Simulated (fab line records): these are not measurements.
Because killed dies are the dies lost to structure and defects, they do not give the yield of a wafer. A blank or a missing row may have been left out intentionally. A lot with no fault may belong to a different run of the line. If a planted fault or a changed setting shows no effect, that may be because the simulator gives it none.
fab line records ; flow rit_cmos
[record] lots = 9; wafers = 27; last_day = 7
route steps=202 shown ACTIVE@5 NLDD@112 SPACER@128 SDANNEAL@156 M1@202
lots that met no fault: from a run of the same line without faults
start_h: the number of hours between the record's first day and the start of the first shown wafer of the lot ; wait_h: time in hours since the lot's previous step ; " repeats the value in the row above ; L1.1+2: several wafers, shown together as one row ; - no value, or no start was given ; * or withheld: withheld ; < > ~ a bound
route shown NAME@n: names a module that has steps shown in the file, with the first one's number in the route ; usual: mean/standard deviation taken from wafers without a fault ; same: alike in all rows ; chamber/n: place in a boat ; sites: the reading at each site ; _std_site: the standard deviation of these ; _edge_site: outer sites' mean less inner sites' ; radius_mm: for every site, how far away it sits from the centre of the wafer ; mask NAME#n: copy n ; behind: the most recent tool/chamber to have shaped the wafer ; hold: cause of the lot's hold/its duration in hours/its outcome ; device: the n, p or np transistor that did not switch ; end of line: tests of these same wafers at the route's end ; a step with no rows: only its recipe ; killed: the dies lost at the first sort to structure and to defects; this is not the yield of the wafer ; map: dies across one wafer; x = killed, . = not, _ = none there
set.NAME: the run value of the setting; set.NAME@STEP: its run value at that earlier step ; model.NAME: the simulator's own value behind a step, which no gauge read
steps of the route over a sample of lots; a table a step, a row a wafer
services: a tool's chamber out of use, with start hour (start_h, from the record's first day; less than 0 if before it), hours out, and reason
[[steps]]
[step RIT_ACTIVE_THK_MEAS_04]
[recipe] reads = Si3N4_of_ACTIVE_CVD_03
[usual] ACTIVE_NITRIDE_THK = 150.2/1.3
lot.wafer;tool;chamber;start_h;wait_h;ACTIVE_NITRIDE_THK[nm]
L733.2;film_metro-03;-;13.54;0.0;151.3
L733.4;film_metro-03;-;13.54;0.0;151.4
L733.5;film_metro-03;-;13.54;0.0;150.2
L734.1;film_metro-02;-;18.56;0.0;149.6
L734.4;film_metro-02;-;18.56;0.0;150.3
L734.6;film_metro-02;-;18.56;0.0;151.0
L735.1;film_metro-02;-;24.06;0.0;149.1
L735.4;film_metro-02;-;24.06;0.0;150.3
L735.6;film_metro-02;-;24.06;0.0;150.0
L736.1;film_metro-03;-;28.53;0.0;148.2
L736.4;film_metro-03;-;28.53;0.0;147.5
L736.6;film_metro-03;-;28.53;0.0;149.7
L746.4;film_metro-03;-;79.32;0.0;150.6
L746.5;film_metro-03;-;79.32;0.0;150.7
L746.6;film_metro-03;-;79.32;0.0;150.1
L751.1;film_metro-03;-;103.53;0.0;152.0
L751.3;film_metro-03;-;103.53;0.0;150.7
L751.4;film_metro-03;-;103.53;0.0;150.8
L752.1;film_metro-04;-;108.53;0.0;149.4
L752.2;film_metro-04;-;108.53;0.0;149.4
L752.4;film_metro-04;-;108.53;0.0;150.0
L754.2;film_metro-02;-;118.66;0.0;149.4
L754.4;film_metro-02;-;118.66;0.0;148.9
L754.5;film_metro-02;-;118.66;0.0;150.7
L756.2;film_metro-04;-;128.54;0.0;148.7
L756.3;film_metro-04;-;128.54;0.0;148.5
L756.4;film_metro-04;-;128.54;0.0;149.2
[step RIT_NLDD_STRIP_09]
[recipe] chemistry = O2; time_s = 180; resist = NOVOLAK; platen_temp_c = withheld; power_w = 500; pressure_mtorr = 4000; o2_flow_sccm = 4000
[usual] drypump_motor_current_A = 5.5/0.49
[same] time_s = 180
lot.wafer;tool;chamber;start_h;wait_h;drypump_motor_current_A;rf_hours_counter_h
L733.2;plasma_asher-02;0;41.30;0.1;6.3;32
L733.4;plasma_asher-02;1;41.30;0.1;4.9;-
L733.5;plasma_asher-02;1;41.30;0.1;4.9;-
L734.1;plasma_asher-02;0;48.78;0.1;6.3;33
L734.4;plasma_asher-02;0;48.78;0.1;6.3;-
L734.6;plasma_asher-02;0;48.78;0.1;6.3;-
L735.1;plasma_asher-03;1;53.12;0.1;6.1;43
L735.4;plasma_asher-03;1;53.12;0.1;6.0;-
L735.6;plasma_asher-03;1;53.12;0.1;6.0;-
L736.1;plasma_asher-04;1;57.79;0.1;5.6;30
L736.4;plasma_asher-04;1;57.79;0.1;5.6;-
L736.6;plasma_asher-04;1;57.79;0.1;5.6;-
L746.4;plasma_asher-02;0;107.84;0.1;6.3;-
L746.5;plasma_asher-02;0;107.84;0.1;6.3;-
L746.6;plasma_asher-02;1;107.84;0.1;4.9;-
L751.1;plasma_asher-04;0;131.94;0.1;5.2;38
L751.3;plasma_asher-04;1;131.94;0.1;5.6;-
L751.4;plasma_asher-04;0;131.94;0.1;5.2;-
L752.1;plasma_asher-02;1;137.30;0.1;4.9;2
L752.2;plasma_asher-02;0;137.30;0.1;6.3;2
L752.4;plasma_asher-02;0;137.30;0.1;6.3;-
L754.2;plasma_asher-03;0;146.87;0.1;5.1;54
L754.4;plasma_asher-03;1;146.87;0.1;6.1;-
L754.5;plasma_asher-03;1;146.87;0.1;6.0;-
L756.2;plasma_asher-03;1;158.33;0.1;6.1;54
L756.3;plasma_asher-03;1;158.33;0.1;6.1;-
L756.4;plasma_asher-03;0;158.33;0.1;5.1;-
[step RIT_SPACER_CVD_03]
[recipe] material = Si3N4; target_thk_nm = 250; temp_c = 810; precursor = SiH2Cl2/NH3; time_s = 3300; pressure_mtorr = 300; sih2cl2_flow_sccm = 60; nh3_flow_sccm = 150
[usual] susceptor_temp_C = 810.0/0.34
lot.wafer;tool;chamber;start_h;wait_h;susceptor_temp_C
L733.2;lpcvd-02;0;43.49;0.0;809.9
L733.4;lpcvd-02;0;43.49;0.0;810.1
L733.5;lpcvd-02;0;43.49;0.0;810.1
L734.1;lpcvd-02;1;50.94;0.1;809.9
L734.4;lpcvd-02;1;50.94;0.1;810.0
L734.6;lpcvd-02;1;50.94;0.1;810.5
L735.1;lpcvd-01;0;55.32;0.0;810.1
L735.4;lpcvd-01;0;55.32;0.0;810.3
L735.6;lpcvd-01;0;55.32;0.0;810.0
L736.1;lpcvd-01;0;59.94;0.0;809.8
L736.4;lpcvd-01;0;59.94;0.0;810.1
L736.6;lpcvd-01;0;59.94;0.0;809.8
L746.4;lpcvd-02;1;109.81;0.0;809.9
L746.5;lpcvd-02;1;109.81;0.0;810.2
L746.6;lpcvd-02;1;109.81;0.0;809.8
L751.1;lpcvd-01;1;133.98;0.0;810.4
L751.3;lpcvd-01;1;133.98;0.0;809.8
L751.4;lpcvd-01;1;133.98;0.0;810.7
L752.1;lpcvd-01;1;139.45;0.0;810.1
L752.2;lpcvd-01;1;139.45;0.0;809.5
L752.4;lpcvd-01;1;139.45;0.0;810.3
L754.2;lpcvd-01;1;150.00;1.1;810.0
L754.4;lpcvd-01;1;150.00;1.1;810.6
L754.5;lpcvd-01;1;150.00;1.1;810.0
L756.2;lpcvd-01;0;160.35;0.0;809.6
L756.3;lpcvd-01;0;160.35;0.0;809.9
L756.4;lpcvd-01;0;160.35;0.0;809.6
[step RIT_SPACER_THK_MEAS_04]
[recipe] reads = Si3N4_of_SPACER_CVD_03
[usual] SPACER_NITRIDE_THK = 250.3/2.5
lot.wafer;tool;chamber;start_h;wait_h;SPACER_NITRIDE_THK[nm]
L733.2;film_metro-01;-;45.41;0.0;251.4
L733.4;film_metro-01;-;45.41;0.0;252.4
L733.5;film_metro-01;-;45.41;0.0;253.9
L734.1;film_metro-03;-;52.86;0.0;245.6
L734.4;film_metro-03;-;52.86;0.0;245.0
L734.6;film_metro-03;-;52.86;0.0;247.6
L735.1;film_metro-03;-;57.24;0.0;249.0
L735.4;film_metro-03;-;57.24;0.0;248.1
L735.6;film_metro-03;-;57.24;0.0;248.7
L736.1;film_metro-03;-;61.86;0.0;252.9
L736.4;film_metro-03;-;61.86;0.0;251.5
L736.6;film_metro-03;-;61.86;0.0;253.9
L746.4;film_metro-01;-;111.75;0.0;165.7
L746.5;film_metro-01;-;111.75;0.0;166.7
L746.6;film_metro-01;-;111.75;0.0;164.4
L751.1;film_metro-02;-;135.90;0.0;249.3
L751.3;film_metro-02;-;135.90;0.0;253.3
L751.4;film_metro-02;-;135.90;0.0;251.5
L752.1;film_metro-02;-;141.36;0.0;249.5
L752.2;film_metro-02;-;141.36;0.0;250.0
L752.4;film_metro-02;-;141.36;0.0;250.5
L754.2;film_metro-01;-;152.89;0.0;246.0
L754.4;film_metro-01;-;152.89;0.0;246.9
L754.5;film_metro-01;-;152.89;0.0;247.7
L756.2;film_metro-01;-;163.23;0.0;252.0
L756.3;film_metro-01;-;163.23;0.0;250.0
L756.4;film_metro-01;-;163.23;0.0;249.5
[step RIT_SPACER_ETCHBACK_05]
[recipe] target_depth_a = 2500; SF6_flow_sccm = 30; CHF3_flow_sccm = 30; target = Si3N4; chemistry = SF6/CHF3; pressure_mtorr = 40; rf_w = 250; time_s = 240; stop_on = SiO2
[usual] drypump_motor_current_A = 5.6/0.37; oes_product_au = 0.844/0.016; throttle_valve_pct = 10.40/0.12
[same] time_s = 240
lot.wafer;tool;chamber;start_h;wait_h;drypump_motor_current_A;oes_product_au;rf_hours_counter_h;throttle_valve_pct
L733.2;rie_diel-03;3;45.46;0.0;5.2;0.819;126;10.53
L733.4;rie_diel-03;1;45.46;0.0;6.0;0.826;7;10.19
L733.5;rie_diel-03;2;45.46;0.0;5.3;0.850;-;10.27
L734.1;rie_diel-03;1;52.92;0.1;6.0;0.814;7;10.19
L734.4;rie_diel-03;2;52.92;0.1;5.2;0.827;10;10.27
L734.6;rie_diel-03;3;52.92;0.1;5.2;0.806;-;10.53
L735.1;rie_diel-01;1;57.30;0.1;5.2;0.848;12;10.23
L735.4;rie_diel-01;2;57.30;0.1;6.1;0.863;72;10.51
L735.6;rie_diel-01;1;57.30;0.1;5.2;0.845;-;10.25
L736.1;rie_diel-01;2;61.92;0.1;6.1;0.876;72;10.50
L736.4;rie_diel-01;0;61.92;0.1;5.6;0.842;123;10.45
L736.6;rie_diel-01;1;61.92;0.1;5.2;0.847;-;10.23
L746.4;rie_diel-04;2;111.78;0.0;5.1;0.649;109;10.41
L746.5;rie_diel-04;3;111.78;0.0;5.4;0.638;-;10.47
L746.6;rie_diel-04;2;111.78;0.0;5.1;0.641;-;10.41
L751.1;rie_diel-01;1;135.96;0.1;5.2;0.847;14;10.24
L751.3;rie_diel-01;3;135.96;0.1;5.6;0.849;33;10.28
L751.4;rie_diel-01;2;135.96;0.1;6.1;0.876;-;10.52
L752.1;rie_diel-01;1;141.42;0.1;5.2;0.847;14;10.25
L752.2;rie_diel-01;3;141.42;0.1;5.6;0.840;33;10.28
L752.4;rie_diel-01;2;141.42;0.1;6.1;0.874;-;10.51
L754.2;rie_diel-03;3;152.94;0.0;5.2;0.806;128;10.52
L754.4;rie_diel-03;0;152.94;0.0;5.6;0.843;5;10.40
L754.5;rie_diel-03;3;152.94;0.0;5.1;0.813;-;10.51
L756.2;rie_diel-01;0;163.28;0.0;5.6;0.846;125;10.46
L756.3;rie_diel-01;3;163.28;0.0;5.6;0.843;33;10.30
L756.4;rie_diel-01;1;163.28;0.0;5.2;0.837;15;10.23
[step RIT_SDANNEAL_RTA_03]
[recipe] temp_c = 1050; time_s = 5; idle_temp_c = 600; ramp_up_c_per_s = 342; ramp_down_c_per_s = 171; cool_to_c = 600; ambient = N2
[usual] ramp_up_c_per_s = 342.01/0.061; wafer_temp_C_max = 1053.5/1.1
[same] time_s = 5
lot.wafer;tool;chamber;start_h;wait_h;ramp_up_c_per_s;wafer_temp_C_max
L733.2;rtp_anneal-02;0;48.98;0.0;341.88;1052.3
L733.4;rtp_anneal-02;0;48.98;0.0;342.05;1053.6
L733.5;rtp_anneal-02;0;48.98;0.0;342.06;1052.9
L734.1;rtp_anneal-01;0;56.40;0.0;341.98;1053.6
L734.4;rtp_anneal-01;0;56.40;0.0;341.88;1053.7
L734.6;rtp_anneal-01;0;56.40;0.0;341.94;1053.4
L735.1;rtp_anneal-02;0;60.93;0.0;342.01;1053.7
L735.4;rtp_anneal-02;0;60.93;0.0;341.91;1053.7
L735.6;rtp_anneal-02;0;60.93;0.0;342.05;1053.7
L736.1;rtp_anneal-01;0;65.50;0.0;342.07;1053.0
L736.4;rtp_anneal-01;0;65.50;0.0;342.02;1053.6
L736.6;rtp_anneal-01;0;65.50;0.0;342.01;1053.0
L746.4;rtp_anneal-01;0;115.52;0.0;342.06;1052.5
L746.5;rtp_anneal-01;0;115.52;0.0;342.08;1054.2
L746.6;rtp_anneal-01;0;115.52;0.0;341.98;1052.4
L751.1;rtp_anneal-02;0;139.78;0.0;341.92;1053.1
L751.3;rtp_anneal-02;0;139.78;0.0;342.02;1052.6
L751.4;rtp_anneal-02;0;139.78;0.0;342.06;1055.1
L752.1;rtp_anneal-01;0;145.03;0.0;342.06;1054.8
L752.2;rtp_anneal-01;0;145.03;0.0;341.94;1053.7
L752.4;rtp_anneal-01;0;145.03;0.0;342.00;1052.0
L754.2;rtp_anneal-01;0;156.57;0.0;341.98;1055.9
L754.4;rtp_anneal-01;0;156.57;0.0;342.06;1054.7
L754.5;rtp_anneal-01;0;156.57;0.0;341.91;1053.7
L756.2;rtp_anneal-01;0;167.02;0.0;341.92;1055.6
L756.3;rtp_anneal-01;0;167.02;0.0;341.96;1056.2
L756.4;rtp_anneal-01;0;167.02;0.0;342.11;1054.1
[step RIT_M1_PROBE_99]
[usual] killed_at_contacts = 0.1/0.27; killed_at_front_end = 7.2/2.9; killed_dies = 7.3/2.9; killed_open = 3.6/1.9; killed_short = 3.8/1.9
[same] gross_dies = 264; killed_at_M0_to_M3 = 0; killed_at_M4_up = 0; killed_at_back_side = 0; killed_at_other = 0
lot.wafer;tool;chamber;start_h;wait_h;killed_at_contacts;killed_at_front_end;killed_dies;killed_open;killed_short
L752.1;prober-02;-;152.46;0.1;0;9;9;3;6
L752.2;prober-02;-;152.51;0.1;0;10;10;3;7
L752.4;prober-02;-;152.61;0.2;0;16;16;5;11
L754.2;prober-02;-;166.07;0.1;0;7;7;5;2
L754.4;prober-02;-;166.17;0.2;0;9;9;5;4
L754.5;prober-02;-;166.22;0.2;0;7;7;4;3
// killed by level:class
L752.1 GATE:geometric_particle:open=2 GATE:geometric_particle:short=2 FOX1:geometric_particle:short=1 FOX2:geometric_particle:short=1 REOX:geometric_particle:short=1 SPACER:geometric_particle:short=1 SILICIDE:geometric_particle:open=1
L752.2 FOX2:geometric_particle:short=3 FOX1:geometric_particle:open=1 FOX1:geometric_particle:short=1 GATE:geometric_particle:short=1 GATE:geometric_particle:open=1 REOX:geometric_particle:short=1 SPACER:geometric_particle:short=1 SILICIDE:geometric_particle:open=1
L752.4 GATE:geometric_particle:short=6 GATE:geometric_particle:open=3 FOX2:geometric_particle:short=2 SILICIDE:geometric_particle:short=2 FOX1:geometric_particle:short=1 FOX2:geometric_particle:open=1 SILICIDE:geometric_particle:open=1
L754.2 GATE:geometric_particle:open=2 FOX2:geometric_particle:open=1 GATE:geometric_particle:short=1 REOX:geometric_particle:open=1 SPACER:geometric_particle:short=1 SPACER:geometric_particle:open=1
L754.4 GATE:geometric_particle:short=3 GATE:geometric_particle:open=3 FOX1:geometric_particle:short=1 FOX1:geometric_particle:open=1 SPACER:geometric_particle:open=1
L754.5 GATE:geometric_particle:short=2 ACTIVE:geometric_particle:open=1 FOX1:geometric_particle:short=1 FOX1:geometric_particle:open=1 GATE:geometric_particle:open=1 REOX:geometric_particle:open=1
[[services]]
tool;chamber;start_h;hours;kind
rie_diel-03;1;18.28;2.7;repair
rie_diel-03;1;76.94;5.7;repair
rie_diel-01;2;77.17;2.2;repair
rie_diel-01;2;89.83;1.3;repair
lpcvd-02;-;101.81;0.9;repair
plasma_asher-02;-;108.75;9.0;pm
plasma_asher-02;0;108.75;9.0;vent_cycle
plasma_asher-02;1;108.75;9.0;vent_cycle
rie_diel-04;3;109.86;1.9;repair
rie_diel-03;2;116.15;2.5;repair
plasma_asher-02;-;117.75;2.8;pm
plasma_asher-02;0;117.75;-;clean
plasma_asher-02;1;117.75;-;clean
rie_diel-03;-;120.86;4.3;pm
rie_diel-01;0;135.18;18.1;repair
lpcvd-02;-;140.86;6.0;pm
rie_diel-03;3;146.38;4.0;repair
rie_diel-04;3;160.35;4.1;repair
[[key]]
[first_sign] step = RIT_SPACER_THK_MEAS_04; reading = SPACER_NITRIDE_THK; direction = down; sigmas = 34; usual = 250.3; struck = 165.6
[effect] step = RIT_SPACER_ETCHBACK_05; reading = oes_product_au; direction = down; sigmas = 13; usual = 0.844; struck = 0.643
met_at RIT_SPACER_CVD_03
struck_lots L746
struck_wafers L746.4,L746.5,L746.6
tester_left_out L746
not_acting_at RIT_ACTIVE_THK_MEAS_04,RIT_NLDD_STRIP_09,RIT_SDANNEAL_RTA_03
onset_between 50.94 109.81
[fault] kind = process_parameter_drift; tool = lpcvd-02; chamber = 1; onset_h = 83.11; steps = RIT_SPACER_CVD_03; channel = target_thk_nm; offset = -82.5; shape = step; end_h = 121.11; acts_in = these_recipes_only; stated = 250
// tester_left_out: of these lots the tester's yield and bins aren't shown, on N5 and GAA mostly nor the transistor test; their killed dies are dies lost to structure and defects alone, not to doping, threshold or leakage, so they don't give the yield
